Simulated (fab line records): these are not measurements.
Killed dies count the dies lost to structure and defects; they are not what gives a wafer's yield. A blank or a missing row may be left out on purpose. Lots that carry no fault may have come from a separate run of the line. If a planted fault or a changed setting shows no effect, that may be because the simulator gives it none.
Struck lot and sound lot, side by side | flow rit cmos | 17 out of 202 route steps
Sound: these wafers, L171.3, L171.4, L171.6. Wafers L187.1, L187.4, L187.6 were the ones struck. The cause is named last.
At each step with rows: each side's tool, then ch and its chambers, then its first start. Under that, the readings that differ: sound wafers | struck wafers | difference of the means | sigmas: that difference in standard deviations of wafers without a fault.
alike: a reading whose means differ by less than 2 such deviations, as well as words and numbers matching on both sides. not compared: withheld readings; readings where some wafer has no value; bounds like >300 that might hide an equal value; numbers whose values overlap and for which the record gives no deviation.
Wherever a step has rows on one side only, a row that says differs or no value, or a row with sigmas, the two part there. Numbers that don't overlap but have no deviation are shown without sigmas and don't part them. Lack of a reading on every wafer of one side parts them only where that side has two or more wafers.

first, 2 steps without rows for these wafers: RIT_NRETRO_HARDBAKE_07 (time 120 s); RIT_NRETRO_IMPLANT_08.
RIT_NRETRO_STRIP_09: strips in O2, time 180 s.
  sound on plasma asher-04 ch 0,1, day 3 07:21; struck on plasma asher-02 ch 1, day 6 13:24
  alike: drypump motor current A, o2 flow sccm
  not compared: rf hours counter h
RIT_NRETRO_TW_MEAS_10:
  struck on film metro-03, day 6 13:34; sound on film metro-04, day 3 07:29
  reading   | sound          | struck         | difference | sigmas
  NRETRO_TW | 1036 1035 1039 | 1050 1060 1046 | +15        | +2
then, 6 steps without rows for these wafers: RIT_PRETRO_HMDS_00 (prime time 60 s); RIT_PRETRO_COAT_01 (resist thk 1300 nm); RIT_PRETRO_SOFTBAKE_02 (time 60 s); RIT_PRETRO_EXPOSE_03 (exposes mask M5, target cd 43700 nm); RIT_PRETRO_PEB_04; RIT_PRETRO_DEVELOP_05 (develop time 65.41 s).
RIT_PRETRO_OVL_MEAS_06:
  struck on overlay-01, day 6 14:32; sound on overlay-02, day 3 08:32
  alike: PRETRO_OVL
then, 1 step without rows for these wafers: RIT_PRETRO_HARDBAKE_07 (time 120 s).
RIT_PRETRO_IMPLANT_08:
  sound on implanter-03 ch 0, day 3 08:52; struck on implanter-02 ch 0, day 6 14:49
  reading            | sound                         | struck                        | difference | sigmas
  dose ions cm2      | 1.2e+13 1.1992e+13 1.1999e+13 | 8.028e+12 8.047e+12 8.039e+12 | -3.959e+12 | -99 or more
  faraday current uA | 37.6 39.1 39.5                | 25.6 25.5 26.0                | -13.0      | -18
RIT_PRETRO_STRIP_09: strips in O2, time 180 s.
  sound on plasma asher-04 ch 0,1, day 3 09:02; struck on plasma asher-01 ch 0,1, day 6 15:07
  alike: drypump motor current A, o2 flow sccm
  not compared: rf hours counter h
RIT_PRETRO_TW_MEAS_10:
  struck on film metro-02, day 6 15:17; sound on film metro-01, day 3 09:10
  reading   | sound       | struck      | difference | sigmas
  PRETRO_TW | 470 471 471 | 420 422 423 | -49        | -12
then, 1 step without rows for these wafers: RIT_GATE_WET_ETCH_00 (etches SiO2 in BOE, target depth 56 nm, time 60 s).
RIT_M1_PROBE_99:
  rows exist in the record for the struck wafers here (prober-01, day 7 19:16), but not for the sound ones

## WHERE THEY PART
Earliest at RIT_NRETRO_TW_MEAS_10; latest, in this record, at RIT_M1_PROBE_99.

WHY: what had been put in by the simulator
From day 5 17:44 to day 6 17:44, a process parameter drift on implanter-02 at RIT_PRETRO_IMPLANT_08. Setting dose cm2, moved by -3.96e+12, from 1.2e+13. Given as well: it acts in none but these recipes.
